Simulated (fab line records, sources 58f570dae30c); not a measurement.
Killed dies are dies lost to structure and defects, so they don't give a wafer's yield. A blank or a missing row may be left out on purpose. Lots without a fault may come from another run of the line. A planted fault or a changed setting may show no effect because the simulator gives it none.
fab line records | flow berkeley_cmos170
record lots=5 wafers=23
route steps=331 shown V1@261 M2@272 M3@310
start_h: hours from the record's first day to the start of the lot's first wafer shown | wait_h: hours since the lot's step before | " the same as in the row above | L1.1+2: a row that stands for several wafers | - no value, or no start given | * or withheld: withheld | < > ~ a bound
route shown NAME@n: a module of which the file shows steps, and the number in the route of the first | usual: mean/standard deviation of fault-free wafers | same: alike in all rows | chamber/n: place in a boat | sites: the reading at each site | _std_site: their standard deviation | _edge_site: outer sites' mean less inner sites' | radius_mm: how far each site lies from the wafer's centre | mask NAME#n: copy n | behind: the tool/chamber that last shaped the wafer | hold: why the lot was held/for how many hours/how that ended | device: the transistor (n, p or np) that didn't switch | end of line: the same wafers' tests at the end of the route | a step without rows: its recipe alone | killed: dies lost to structure and defects at the first sort, not the wafer's yield | map: a wafer's dies, x killed, . not, _ none there
set.NAME: the setting as run; set.NAME@STEP: as run at that earlier step | model.NAME: the simulator's own value behind a step, which no gauge read
lots whose settings were changed on purpose; a table a step, a row a wafer
## steps
# step UCB170_V1_COAT_07
# recipe resist=KrF spin_rpm=1500 resist_thk_nm=900
# columns lot.wafer tool chamber start_h wait_h set.spin_rpm model.KrF_of_V1_COAT_07.thk_nm
L077.1 litho_track-02 0 163.24 0.1 1434 919.4
L077.2 " 0 " " 1434 917
L077.3 " 0 " " 1500 897.9
L077.4 " 0 " " 1500 900.9
L077.6 " 0 " " 1434 921.3
L080.1 litho_track-04 0 177.18 0.1 1500 899.6
L080.3 " 0 " " 1563 879.8
L080.4 " 0 " " 1563 880.1
L080.5 " 0 " " 1500 900.9
L080.6 " 0 " " 1563 879.2
L082.1 litho_track-01 0 183.61 0.1 1500 896
L082.2 " 0 " " 1500 898.2
L082.3 " 0 " " 1500 897.3
L082.4 " 0 " " 1500 895
L082.5 " 0 " " 1500 896.5
L083.1 litho_track-01 0 188.47 0.1 1500 898.2
L083.2 " 0 " " 1401 929.6
L083.4 " 0 " " 1401 932.1
L083.5 " 0 " " 1500 893.8
L083.6 " 0 " " 1401 928
L085.1 litho_track-01 0 205.26 0.1 1500 897.9
L085.2 " 0 " " 1500 900.3
L085.5 " 0 " " 1500 901.1
# step UCB170_V1_SOFTBAKE_08
# recipe resist=KrF temp_c=130 time_s=60
# step UCB170_V1_EXPOSE_09
# recipe mask_id=VIA1 target_cd_nm=700 na=0.5 sigma_outer=0.6 source_shape=conventional dose_mj=37
# step UCB170_V1_ETCH_14
# recipe chemistry=CHF3/CF4/Ar target=SiO2 stop_on=Al CHF3_flow_sccm=45 cf4_flow_sccm=15 Ar_flow_sccm=150 pressure_mtorr=200 rf_w=700 target_depth_a=12500 over_etch_frac=0.25 time_s=291
# step UCB170_V1_STRIP_15
# recipe chemistry=O2 power_w=400 pressure_mtorr=3500 platen_temp_c=withheld o2_flow_sccm=400 overash_fraction=0.5
# usual strip_time_to_endpoint_s=15.33/0.15
# columns lot.wafer tool chamber start_h wait_h set.spin_rpm@V1_COAT_07 strip_time_to_endpoint_s
L077.1 plasma_asher-04 0 165.05 0.1 1434 15.89
L077.2 " 1 " " 1434 15.84
L077.3 " 0 " " 1500 15.51
L077.4 " 1 " " 1500 15.31
L077.6 " 1 " " 1434 15.83
L080.1 plasma_asher-03 1 178.54 0.1 1500 15.51
L080.3 " 0 " " 1563 15.10
L080.4 " 1 " " 1563 14.68
L080.5 " 0 " " 1500 15.55
L080.6 " 1 " " 1563 14.86
L082.1 plasma_asher-03 0 184.76 0.1 1500 15.39
L082.2 " 1 " " 1500 15.41
L082.3 " 0 " " 1500 15.21
L082.4 " 1 " " 1500 15.36
L082.5 " 0 " " 1500 15.37
L083.1 plasma_asher-01 1 189.78 0.1 1500 15.25
L083.2 " 0 " " 1401 15.99
L083.4 " 0 " " 1401 15.96
L083.5 " 1 " " 1500 15.26
L083.6 " 0 " " 1401 15.75
L085.1 plasma_asher-03 1 206.74 0.1 1500 15.34
L085.2 " 0 " " 1500 15.43
L085.5 " 1 " " 1500 15.47
# step UCB170_M2_SPUTTER_01
# recipe material=Al target_thk_nm=900 time_s=120 power_w=6000 chamber_pressure_pa=0.5
# columns lot.wafer tool chamber start_h wait_h set.time_s model.Al_of_M2_SPUTTER_01.thk_nm
L077.1 pvd_sputter-01 - 165.33 0.0 107.3 790.2
L077.2 " - " " 120 902.3
L077.3 " - " " 120 889.7
L077.4 " - " " 120 897.3
L077.6 " - " " 107.3 791.2
L080.1 pvd_sputter-04 - 178.82 0.0 120 897.8
L080.3 " - " " 120 916.7
L080.4 " - " " 126.4 954.7
L080.5 " - " " 126.4 945.7
L080.6 " - " " 120 916
L082.1 pvd_sputter-03 - 185.05 0.0 120 899.7
L082.2 " - " " 103.6 790.7
L082.3 " - " " 120 922.5
L082.4 " - " " 103.6 777
L082.5 " - " " 120 903.6
L083.1 pvd_sputter-03 - 190.07 0.0 120 937.7
L083.2 " - " " 120 908.6
L083.4 " - " " 120 903
L083.5 " - " " 130.4 988.6
L083.6 " - " " 130.4 1008
L085.1 pvd_sputter-03 - 207.03 0.0 120 907.8
L085.2 " - " " 120 900.2
L085.5 " - " " 120 908
# step UCB170_M2_RS_MEAS_02
# recipe thk_meas_gauge=four-point-probe reads=Al_of_M2_SPUTTER_01
# usual M2_AL_RS=0.0320/0.00041
# columns lot.wafer tool chamber start_h wait_h set.time_s@M2_SPUTTER_01 M2_AL_RS[ohm/sq]
L077.1 film_metro-02 - 165.42 0.0 107.3 0.0366
L077.2 " - " " 120 0.0321
L077.3 " - " " 120 0.0325
L077.4 " - " " 120 0.0322
L077.6 " - " " 107.3 0.0366
L080.1 film_metro-03 - 178.91 0.0 120 0.0322
L080.3 " - " " 120 0.0315
L080.4 " - " " 126.4 0.0303
L080.5 " - " " 126.4 0.0306
L080.6 " - " " 120 0.0316
L082.1 film_metro-02 - 185.13 0.0 120 0.0321
L082.2 " - " " 103.6 0.0366
L082.3 " - " " 120 0.0313
L082.4 " - " " 103.6 0.0374
L082.5 " - " " 120 0.0320
L083.1 film_metro-04 - 190.15 0.0 120 0.0309
L083.2 " - " " 120 0.0319
L083.4 " - " " 120 0.0321
L083.5 " - " " 130.4 0.0293
L083.6 " - " " 130.4 0.0287
L085.1 film_metro-03 - 207.11 0.0 120 0.0319
L085.2 " - " " 120 0.0322
L085.5 " - " " 120 0.0319
# step UCB170_M2_THK_MEAS_03
# recipe thk_meas_gauge=xrf reads=Al_of_M2_SPUTTER_01
# usual M2_AL_THK=923/12
# columns lot.wafer tool chamber start_h wait_h set.time_s@M2_SPUTTER_01 M2_AL_THK[nm]
L077.1 film_metro-02 - 165.54 0.1 107.3 810
L077.2 " - " " 120 922
L077.3 " - " " 120 910
L077.4 " - " " 120 920
L077.6 " - " " 107.3 813
L080.1 film_metro-03 - 179.03 0.1 120 920
L080.3 " - " " 120 931
L080.4 " - " " 126.4 975
L080.5 " - " " 126.4 966
L080.6 " - " " 120 935
L082.1 film_metro-02 - 185.25 0.1 120 921
L082.2 " - " " 103.6 804
L082.3 " - " " 120 945
L082.4 " - " " 103.6 790
L082.5 " - " " 120 922
L083.1 film_metro-04 - 190.27 0.1 120 961
L083.2 " - " " 120 933
L083.4 " - " " 120 928
L083.5 " - " " 130.4 1014
L083.6 " - " " 130.4 1033
L085.1 film_metro-03 - 207.23 0.1 120 922
L085.2 " - " " 120 911
L085.5 " - " " 120 916
# step UCB170_M3_SPUTTER_01
# recipe material=Al target_thk_nm=900 time_s=120 power_w=6000 chamber_pressure_pa=0.5
# columns lot.wafer tool chamber start_h wait_h set.time_s model.Al_of_M3_SPUTTER_01.thk_nm
L077.1 pvd_sputter-01 - 172.07 0.0 120 887.4
L077.2 " - " " 120 901.2
L077.3 " - " " 120 888.6
L077.4 " - " " 120 897.4
L077.6 " - " " 120 902.4
L080.1 pvd_sputter-01 - 186.03 0.0 120 884.3
L080.3 " - " " 134.9 1004
L080.4 " - " " 120 890.8
L080.5 " - " " 120 890.9
L080.6 " - " " 134.9 1013
L082.1 pvd_sputter-02 - 190.21 0.0 112.5 852.8
L082.2 " - " " 120 908.3
L082.3 " - " " 112.5 850.5
L082.4 " - " " 120 888.6
L082.5 " - " " 120 903.3
L083.1 pvd_sputter-01 - 196.54 0.0 120 878.5
L083.2 " - " " 120 876
L083.4 " - " " 106.8 783.5
L083.5 " - " " 106.8 775.4
L083.6 " - " " 120 880.7
L085.1 pvd_sputter-04 - 213.47 0.0 120 898.8
L085.2 " - " " 120 909.3
L085.5 " - " " 120 907.4
# step UCB170_M3_RS_MEAS_02
# recipe thk_meas_gauge=four-point-probe reads=Al_of_M3_SPUTTER_01
# usual M3_AL_RS=0.0322/0.0004
# columns lot.wafer tool chamber start_h wait_h set.time_s@M3_SPUTTER_01 M3_AL_RS[ohm/sq]
L077.1 film_metro-01 - 172.15 0.0 120 0.0326
L077.2 " - " " 120 0.0321
L077.3 " - " " 120 0.0326
L077.4 " - " " 120 0.0322
L077.6 " - " " 120 0.0320
L080.1 film_metro-01 - 186.15 0.1 120 0.0327
L080.3 " - " " 134.9 0.0288
L080.4 " - " " 120 0.0325
L080.5 " - " " 120 0.0325
L080.6 " - " " 134.9 0.0285
L082.1 film_metro-01 - 190.30 0.0 112.5 0.0340
L082.2 " - " " 120 0.0318
L082.3 " - " " 112.5 0.0340
L082.4 " - " " 120 0.0325
L082.5 " - " " 120 0.0320
L083.1 film_metro-01 - 196.63 0.0 120 0.0329
L083.2 " - " " 120 0.0330
L083.4 " - " " 106.8 0.0370
L083.5 " - " " 106.8 0.0373
L083.6 " - " " 120 0.0328
L085.1 film_metro-03 - 213.55 0.0 120 0.0322
L085.2 " - " " 120 0.0318
L085.5 " - " " 120 0.0318
# step UCB170_M3_THK_MEAS_03
# recipe thk_meas_gauge=xrf reads=Al_of_M3_SPUTTER_01
# usual M3_AL_THK=919/12
# columns lot.wafer tool chamber start_h wait_h set.time_s@M3_SPUTTER_01 M3_AL_THK[nm]
L077.1 film_metro-01 - 172.27 0.1 120 912
L077.2 " - " " 120 930
L077.3 " - " " 120 915
L077.4 " - " " 120 925
L077.6 " - " " 120 932
L080.1 film_metro-01 - 186.27 0.1 120 906
L080.3 " - " " 134.9 1034
L080.4 " - " " 120 914
L080.5 " - " " 120 914
L080.6 " - " " 134.9 1044
L082.1 film_metro-01 - 190.42 0.1 112.5 879
L082.2 " - " " 120 935
L082.3 " - " " 112.5 873
L082.4 " - " " 120 910
L082.5 " - " " 120 934
L083.1 film_metro-01 - 196.75 0.1 120 906
L083.2 " - " " 120 904
L083.4 " - " " 106.8 809
L083.5 " - " " 106.8 800
L083.6 " - " " 120 907
L085.1 film_metro-03 - 213.67 0.1 120 913
L085.2 " - " " 120 919
L085.5 " - " " 120 920
# step UCB170_M3_COAT_05
# recipe resist=KrF spin_rpm=1500 resist_thk_nm=900
# columns lot.wafer tool chamber start_h wait_h set.spin_rpm model.KrF_of_M3_COAT_05.thk_nm
L077.1 litho_track-04 0 172.65 0.1 1500 900.8
L077.2 " 0 " " 1500 903.2
L077.3 " 0 " " 1500 901.5
L077.4 " 0 " " 1500 901.8
L077.6 " 0 " " 1500 900.9
L080.1 litho_track-02 0 186.48 0.1 1599 869.9
L080.3 " 0 " " 1599 870.6
L080.4 " 0 " " 1500 896
L080.5 " 0 " " 1500 899.2
L080.6 " 0 " " 1500 901.8
L082.1+4 litho_track-02 0 190.63 0.1 1500 899.7
L082.2 " 0 " " 1500 898.9
L082.3 " 0 " " 1500 897.4
L082.5 " 0 " " 1500 899
L083.1 litho_track-03 0 197.19 0.1 1500 903.3
L083.2 " 0 " " 1500 902.1
L083.4 " 0 " " 1405 933.6
L083.5 " 0 " " 1405 931
L083.6 " 0 " " 1405 934.5
L085.1 litho_track-04 0 214.06 0.1 1500 904.2
L085.2 " 0 " " 1500 902.7
L085.5 " 0 " " 1500 904.9
# step UCB170_M3_SOFTBAKE_06
# recipe resist=KrF temp_c=130 time_s=60
# columns lot.wafer tool chamber start_h wait_h set.time_s
L077.1+2 litho_track-04 0 172.80 0.1 54.87
L077.3+4+6 " 0 " " 60
L080.1+4+6 litho_track-02 0 186.63 0.1 62.66
L080.3+5 " 0 " " 60
L082.1+4+5 litho_track-02 0 190.78 0.1 60
L082.2+3 " 0 " " 51.96
L083.1+2+4+5+6 litho_track-03 0 197.34 0.1 60
L085.1+2+5 litho_track-04 0 214.21 0.1 60
# step UCB170_M3_STRIP_07
# recipe chemistry=O2 power_w=400 pressure_mtorr=3500 platen_temp_c=withheld o2_flow_sccm=400 overash_fraction=0.5
# usual strip_time_to_endpoint_s=21.97/0.052
# columns lot.wafer tool chamber start_h wait_h set.spin_rpm@M3_COAT_05 strip_time_to_endpoint_s
L077.1 plasma_asher-04 1 172.95 0.1 1500 21.98
L077.2 " 0 " " 1500 22.05
L077.3 " 0 " " 1500 21.99
L077.4 " 1 " " 1500 22.00
L077.6 " 0 " " 1500 21.98
L080.1 plasma_asher-04 0 186.78 0.1 1599 21.25
L080.3 " 0 " " 1599 21.26
L080.4 " 1 " " 1500 21.88
L080.5 " 0 " " 1500 21.95
L080.6 " 1 " " 1500 22.01
L082.1 plasma_asher-01 0 190.93 0.1 1500 21.97
L082.2 " 1 " " 1500 21.97
L082.3 " 1 " " 1500 21.91
L082.4 " 0 " " 1500 21.95
L082.5 " 0 " " 1500 21.95
L083.1 plasma_asher-04 1 197.49 0.1 1500 22.03
L083.2 " 0 " " 1500 22.03
L083.4 " 1 " " 1405 22.76
L083.5 " 1 " " 1405 22.71
L083.6 " 0 " " 1405 22.79
L085.1 plasma_asher-04 1 214.36 0.1 1500 22.06
L085.2 " 0 " " 1500 22.03
L085.5 " 1 " " 1500 22.07
# step UCB170_M3_STRIP_08
# recipe chemistry=DMSO temp_c=80 time_s=600 material=KrF
# step UCB170_M3_COAT_09
# recipe resist=BARC temp_c=withheld time_s=withheld spin_rpm=3000 resist_thk_nm=withheld
# step UCB170_M3_ETCH_17
# recipe chemistry=N2/H2 target_depth_a=withheld overetch_a=withheld target=BARC time_s=withheld source_w=500 bias_w=100 pressure_mtorr=30 n2_flow_sccm=100 h2_flow_sccm=200
# step UCB170_M3_METAL_ETCH_18
# recipe chemistry=Cl2/BCl3 target=Al stop_on=SiO2 pressure_mtorr=12 target_depth_a=11700 over_etch_frac=0.3 time_s=195 icp_w=600 bias_w=120 Cl2_flow_sccm=90 bcl3_flow_sccm=45
# usual oes_product_au=0.852/0.012
# columns lot.wafer tool chamber start_h wait_h set.time_s@M3_SPUTTER_01 oes_product_au
L077.1 rie_metal-04 1 175.67 - 120 0.859
L077.2 " 0 " " 120 0.869
L077.3 " 0 " " 120 0.865
L077.4 " 1 " " 120 0.848
L077.6 " 1 " " 120 0.858
L080.1 rie_metal-04 1 188.09 - 120 0.854
L080.3 " 1 " " 134.9 0.915
L080.4 " 0 " " 120 0.857
L080.5 " 1 " " 120 0.853
L080.6 " 0 " " 134.9 0.927
L082.1 rie_metal-04 1 193.44 - 112.5 0.827
L082.2 " 0 " " 120 0.871
L082.3 " 0 " " 112.5 0.840
L082.4 " 1 " " 120 0.853
L082.5 " 0 " " 120 0.864
L083.1 rie_metal-02 1 199.13 - 120 0.833
L083.2 " 1 " " 120 0.827
L083.4 " 1 " " 106.8 0.781
L083.5 " 1 " " 106.8 0.772
L083.6 " 1 " " 120 0.830
L085.1 rie_metal-01 1 216.13 - 120 0.849
L085.2 " 0 " " 120 0.854
L085.5 " 1 " " 120 0.863
## key
split step=UCB170_V1_COAT_07 setting=spin_rpm stated=1500 by=wafer
response step=UCB170_V1_COAT_07 reading=model.KrF_of_V1_COAT_07.thk_nm change=-4.94 per=1% r=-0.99
response step=UCB170_V1_STRIP_15 reading=strip_time_to_endpoint_s change=* per=1% r=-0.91
split step=UCB170_M2_SPUTTER_01 setting=time_s stated=120 by=wafer
response step=UCB170_M2_SPUTTER_01 reading=model.Al_of_M2_SPUTTER_01.thk_nm change=+9.31 per=1% r=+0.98
response step=UCB170_M2_RS_MEAS_02 reading=M2_AL_RS change=-0.000363 per=1% r=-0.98
response step=UCB170_M2_THK_MEAS_03 reading=M2_AL_THK change=+9.63 per=1% r=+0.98
split step=UCB170_M3_SPUTTER_01 setting=time_s stated=120 by=wafer
response step=UCB170_M3_SPUTTER_01 reading=model.Al_of_M3_SPUTTER_01.thk_nm change=+9.16 per=1% r=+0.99
response step=UCB170_M3_RS_MEAS_02 reading=M3_AL_RS change=-0.000341 per=1% r=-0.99
response step=UCB170_M3_THK_MEAS_03 reading=M3_AL_THK change=+9.6 per=1% r=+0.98
response step=UCB170_M3_METAL_ETCH_18 reading=oes_product_au change=+0.00508 per=1% r=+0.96
split step=UCB170_M3_COAT_05 setting=spin_rpm stated=1500 by=wafer
response step=UCB170_M3_COAT_05 reading=model.KrF_of_M3_COAT_05.thk_nm change=-4.57 per=1% r=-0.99
response step=UCB170_M3_STRIP_07 reading=strip_time_to_endpoint_s change=* per=1% r=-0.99
split step=UCB170_M3_SOFTBAKE_06 setting=time_s stated=60 by=wafer
response none clear
